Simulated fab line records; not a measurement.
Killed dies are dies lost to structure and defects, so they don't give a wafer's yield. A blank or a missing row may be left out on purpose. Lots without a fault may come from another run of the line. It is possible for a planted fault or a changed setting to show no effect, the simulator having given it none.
The tool behind it: which one? -- flow rit cmos -- Sampling: 11 lots, 33 wafers, 4 of 202 route steps

WHAT THE GAUGES READ, wafer by wafer
RIT_ACTIVE_BOW_MEAS_00.
lot,measured,on,INCOMING_BOW (um)
L547,day 1 10:00,film metro-04,4 9 -13
L548,day 1 15:01,film metro-04,1 0 4
L549,day 1 20:01,film metro-02,10 8 -4
L550,day 2 01:00,film metro-01,-18 -5 5
L551,day 2 06:01,film metro-01,4 14 -5
L552,day 2 11:02,film metro-01,15 8 1
L553,day 2 16:00,film metro-01,-5 12 2
L554,day 2 21:00,film metro-01,10 0 0
L559,day 3 22:02,film metro-02,4 0 -3
L569,day 6 00:00,film metro-04,-2 0 8
L570,day 6 05:00,film metro-01,-2 5 -2

RIT_SPACER_THK_MEAS_04.
lot,measured,on,SPACER_NITRIDE_THK (nm)
L547,day 3 05:56,film metro-02,254.0 255.0 252.3
L548,day 3 11:22,film metro-02,256.1 257.2 256.6
L549,day 3 13:59,film metro-01,255.5 254.6 253.0
L550,day 3 16:34,film metro-03,251.7 252.3 250.3
L551,day 4 05:02,film metro-02,253.4 251.7 250.7
L552,day 4 05:29,film metro-03,251.0 252.4 253.0
L553,day 4 08:48,film metro-01,250.6 252.5 249.7
L554,day 4 19:38,film metro-01,253.5 250.5 250.7
L559,day 5 18:25,film metro-02,285.4 283.0 285.9
L569,day 7 23:41,film metro-02,252.7 254.3 254.8
L570,day 8 05:25,film metro-03,251.2 252.2 250.7

EACH LOT AND THE TOOL THAT RAN IT (in order: tool; ch and the chambers of the sampled wafers; start)
lot,RIT_GATE_STRIP_20,RIT_SPACER_CVD_03
L547,"plasma asher-04 ch 0,1, day 2 20:00","lpcvd-02 ch 1, day 3 04:01"
L548,"plasma asher-02 ch 0,1, day 3 02:28","lpcvd-02 ch 1, day 3 09:26"
L549,"plasma asher-04 ch 0, day 3 05:28","lpcvd-01 ch 0, day 3 12:04"
L550,"plasma asher-03 ch 0,1, day 3 06:14","lpcvd-01 ch 0, day 3 14:39"
L551,"plasma asher-04 ch 0,1, day 3 19:25","lpcvd-02 ch 1, day 4 02:10"
L552,"plasma asher-03 ch 0,1, day 3 19:29","lpcvd-01 ch 1, day 4 03:33"
L553,"plasma asher-02 ch 0,1, day 3 20:43","lpcvd-01 ch 1, day 4 06:53"
L554,"plasma asher-04 ch 0,1, day 4 09:06","lpcvd-01 ch 1, day 4 17:43"
L559,"plasma asher-02 ch 0,1, day 5 09:19","lpcvd-02 ch 0, day 5 16:28"
L569,"plasma asher-03 ch 0,1, day 7 13:22","lpcvd-01 ch 0, day 7 20:49"
L570,"plasma asher-04 ch 0,1, day 7 18:43","lpcvd-01 ch 1, day 8 02:32"
- RIT_GATE_STRIP_20: strips in O2, time 180 s.
- RIT_SPACER_CVD_03: deposits Si3N4 from SiH2Cl2/NH3, target thk 250 nm, time 3347 s.

AS READ BY THE TOOLS THEMSELVES (means over the sampled wafers that have a number; for cases with no such wafer, the mark the record gives instead)
RIT_GATE_STRIP_20.
lot,tool,drypump motor current A (A),o2 flow sccm (sccm)
L547,plasma asher-04,5.8,4004
L548,plasma asher-02,6.1,3995
L549,plasma asher-04,5.9,4002
L550,plasma asher-03,6.0,3991
L551,plasma asher-04,5.8,3991
L552,plasma asher-03,5.7,3988
L553,plasma asher-02,5.6,3992
L554,plasma asher-04,5.7,3993
L559,plasma asher-02,5.6,4003
L569,plasma asher-03,5.7,3992
L570,plasma asher-04,5.7,4001

RIT_SPACER_CVD_03.
lot,tool,pressure mtorr (mTorr),sih2cl2 flow sccm (sccm)
L547,lpcvd-02,300.0,60.00
L548,lpcvd-02,299.9,59.92
L549,lpcvd-01,300.1,59.95
L550,lpcvd-01,299.9,59.92
L551,lpcvd-02,299.6,59.92
L552,lpcvd-01,300.0,60.17
L553,lpcvd-01,298.7,60.21
L554,lpcvd-01,299.7,60.14
L559,lpcvd-02,299.7,90.24
L569,lpcvd-01,299.7,59.86
L570,lpcvd-01,299.8,59.99

THE ANSWER, worked out from the rows above alone
Rule: the lots themselves supply what counts as usual. Put in order of their means at a reading, lots are off if they are a third of the lots or fewer, leave a main group of 4 or more, and stand apart from it by a gap of 3 or more times the standard deviation of the main group's means; of several such gaps the widest counts. The tables above print the reading to a certain number of digits; a main group whose means all agree to those digits is not used. Also off: a lot with no number at a reading for which 4 or more lots have one. Where the step has rows for the other lots, those lots are counted as sound. First the gauges in route order, then the tools' own readings, where a lot's mean is used as printed above. The first step at which some lot is off is used, and at that step the reading that is off furthest; a lot without a number counts as furthest.
Off: at RIT_SPACER_THK_MEAS_04 (SPACER_NITRIDE_THK), L559. For the main group the mean is 252.8 nm and the standard deviation 1.7.
If a tool, at a process step before that reading, ran all the lots that are off and no sound lot after the first of them, it fits. The gauges at RIT_SPACER_THK_MEAS_04 aren't tried: what is off there is off at RIT_SPACER_CVD_03 too, on other tools, and a gauge's error can't cause that. Undecided on this evidence; 2 tools fit (plasma asher-02 at RIT_GATE_STRIP_20, lpcvd-02 at RIT_SPACER_CVD_03).

WHAT HAD BEEN PUT IN BY THE SIMULATOR
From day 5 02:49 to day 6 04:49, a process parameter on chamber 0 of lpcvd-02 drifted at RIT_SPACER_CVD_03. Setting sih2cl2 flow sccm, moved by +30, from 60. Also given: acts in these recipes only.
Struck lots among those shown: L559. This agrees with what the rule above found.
